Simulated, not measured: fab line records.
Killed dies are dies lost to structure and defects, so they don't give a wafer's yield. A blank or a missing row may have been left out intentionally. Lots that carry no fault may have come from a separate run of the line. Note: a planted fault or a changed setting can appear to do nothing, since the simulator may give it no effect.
Matching of chambers | flow berkeley_cmos170 | UCB170_V1_CMP_02 on cmp-01: 4 sister chambers
The step polishes SiO2. 14 wafers are shown with their chamber, then 7 later ones without.

## WAFERS PAIRED WITH THEIR CHAMBERS
wafer  | chamber | motor_current_A (A)
L910.1 | 0       | 16.0
L910.2 | 3       | 11.4
L910.6 | 0       | 15.9
L912.1 | 1       | 16.2
L912.2 | 3       | 12.5
L912.5 | 1       | 15.8
L915.2 | 3       | 12.6
L915.5 | 1       | 16.0
L915.6 | 2       | 17.6
L919.2 | 0       | 16.1
L919.3 | 3       | 11.9
L919.4 | 2       | 17.0
L923.2 | 2       | 17.3
L923.3 | 0       | 16.4

SIGNATURES (averages over the wafers above)
reading         | chamber 0 | chamber 1 | chamber 2 | chamber 3 | scatter within a chamber
motor_current_A | 16.100    | 16.000    | 17.300    | 12.100    | 0.366
Rule: a wafer's distance from a chamber is the root of the sum, over the readings, of the square of ((its reading less the chamber's mean) divided by the reading's scatter). The wafer belongs to the nearest chamber; if the next one is less than 2 further off, it can't be placed. The scatter is the square root of a quotient: the sum, over the shown wafers, of each reading's squared deviation from its chamber's mean, divided by wafers minus chambers.

## WAFERS WITHOUT THEIR CHAMBER
wafer  | motor_current_A (A)
L923.5 | 12.5
L925.1 | 17.8
L925.3 | 16.1
L925.6 | 16.9
L930.1 | 16.3
L930.2 | 18.4
L930.5 | 16.8

## CHAMBER TAKEN BY EACH
wafer  | from the rows above          | in truth
L923.5 | 3                            | 3
L925.1 | 2                            | 2
L925.3 | can't be placed: 0 or 1      | 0
L925.6 | can't be placed: 2 or 0 or 1 | 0
L930.1 | can't be placed: 0 or 1      | 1
L930.2 | 2                            | 2
L930.5 | can't be placed: 2 or 0 or 1 | 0
Correctly placed: 3 of 7. Cannot be placed on the basis of these rows: 4; the candidates contain the true chamber in 4. 0 placed wrongly.
